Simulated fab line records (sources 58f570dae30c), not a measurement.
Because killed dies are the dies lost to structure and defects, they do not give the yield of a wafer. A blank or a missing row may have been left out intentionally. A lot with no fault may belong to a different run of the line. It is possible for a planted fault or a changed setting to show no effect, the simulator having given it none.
Which tool is to blame?	flow berkeley_cmos170	14 lots, 42 wafers sampled, at 3 steps of a route of 331

== WHAT EACH GAUGE READ, for each wafer ==
UCB170_M3_RS_MEAS_02: a four-point-probe measurement.
lot	measured	on	M3_AL_RS (ohm/sq)
L713	day 8 14:27	film_metro-01	0.0321 0.0318 0.0321
L715	day 9 08:38	film_metro-04	0.0321 0.0319 0.0318
L716	day 9 08:52	film_metro-02	0.0317 0.0318 0.0318
L718	day 9 12:52	film_metro-01	0.0317 0.0322 0.0319
L717	day 9 14:53	film_metro-01	0.0314 0.0391 0.0313
L719	day 9 22:00	film_metro-01	0.0323 0.0322 0.0398
L729	day 11 11:49	film_metro-01	0.0321 0.0319 0.0314
L725	day 11 13:28	film_metro-01	0.0322 0.0321 0.0323
L727	day 11 15:41	film_metro-02	0.0324 0.0324 0.0323
L726	day 11 15:49	film_metro-04	0.0327 0.0324 0.0325
L731	day 12 01:06	film_metro-04	0.0321 0.0323 0.0323
L730	day 12 05:53	film_metro-02	0.0325 0.0326 0.0323
L734	day 13 03:11	film_metro-01	0.0319 0.0319 0.0324
L733	day 13 03:26	film_metro-01	0.0319 0.0320 0.0316

UCB170_M3_THK_MEAS_03: measures by xrf.
lot	measured	on	M3_AL_THK (nm)
L713	day 8 14:34	film_metro-01	876 883 874
L715	day 9 08:44	film_metro-04	887 883 889
L716	day 9 08:58	film_metro-02	888 882 887
L718	day 9 12:58	film_metro-01	886 873 881
L717	day 9 15:01	film_metro-01	897 724 905
L719	day 9 22:05	film_metro-01	875 877 710
L729	day 11 11:56	film_metro-01	879 878 898
L725	day 11 13:35	film_metro-01	873 874 867
L727	day 11 15:47	film_metro-02	867 870 869
L726	day 11 15:55	film_metro-04	870 867 869
L731	day 12 01:13	film_metro-04	874 867 868
L730	day 12 06:01	film_metro-02	869 865 870
L734	day 13 03:19	film_metro-01	880 880 868
L733	day 13 03:34	film_metro-01	877 877 884

== WHAT TOOL EACH LOT RAN ON (gives the tool, then ch and the chambers of the sampled wafers, and finally the start) ==
lot	UCB170_M3_SPUTTER_01
L713	pvd_sputter-03, day 8 14:21
L715	pvd_sputter-04, day 9 08:30
L716	pvd_sputter-03, day 9 08:45
L718	pvd_sputter-04, day 9 12:44
L717	pvd_sputter-03, day 9 14:48
L719	pvd_sputter-03, day 9 21:54
L729	pvd_sputter-04, day 11 11:43
L725	pvd_sputter-01, day 11 13:22
L727	pvd_sputter-04, day 11 15:34
L726	pvd_sputter-01, day 11 15:41
L731	pvd_sputter-01, day 12 00:59
L730	pvd_sputter-04, day 12 05:49
L734	pvd_sputter-04, day 13 03:07
L733	pvd_sputter-03, day 13 03:22
- UCB170_M3_SPUTTER_01: material Al, target thk 900 nm, time 120 s.

== WHAT THE TOOLS THEMSELVES READ (means of the sampled wafers that have a number; where no wafer has one, the mark that the record gives instead) ==
UCB170_M3_SPUTTER_01.
lot	tool	throttle_valve_pct (%)
L713	pvd_sputter-03	30.0
L715	pvd_sputter-04	29.7
L716	pvd_sputter-03	30.1
L718	pvd_sputter-04	29.5
L717	pvd_sputter-03	29.6
L719	pvd_sputter-03	29.5
L729	pvd_sputter-04	29.6
L725	pvd_sputter-01	29.5
L727	pvd_sputter-04	29.4
L726	pvd_sputter-01	29.1
L731	pvd_sputter-01	29.4
L730	pvd_sputter-04	30.5
L734	pvd_sputter-04	29.3
L733	pvd_sputter-03	29.9

== THE ANSWER, worked out from the rows above alone ==
Rule: the lots themselves supply what counts as usual. The widest of any qualifying gaps counts: lots, ordered by their means at a reading, are off when they make up no more than a third of the lots, leave a main group of 4 or more, and stand apart from it by 3 or more times the standard deviation of that group's means. A main group whose means are all the same, to the digits that the tables above print for the reading, isn't used. A lot without any number at a reading at which 4 lots or more have one is off too. The other lots that the step has rows for count as sound. First the gauges in route order, then the tools' own readings, where a lot's mean is used as printed above. The first step at which some lot is off is used, and at that step the reading that is off furthest; a lot without a number counts as furthest.
Off: at UCB170_M3_RS_MEAS_02 (M3_AL_RS), L717, L719. The main group: mean 0.0321 ohm/sq, standard deviation 0.00025.
A tool fits if, at a process step before that reading, it ran every lot that is off, and no sound lot after the first of them. Those tools and the gauges at UCB170_M3_RS_MEAS_02 are tried in the same way. No candidate that was tried fits.

== WHAT WAS PUT IN BY THE SIMULATOR ==
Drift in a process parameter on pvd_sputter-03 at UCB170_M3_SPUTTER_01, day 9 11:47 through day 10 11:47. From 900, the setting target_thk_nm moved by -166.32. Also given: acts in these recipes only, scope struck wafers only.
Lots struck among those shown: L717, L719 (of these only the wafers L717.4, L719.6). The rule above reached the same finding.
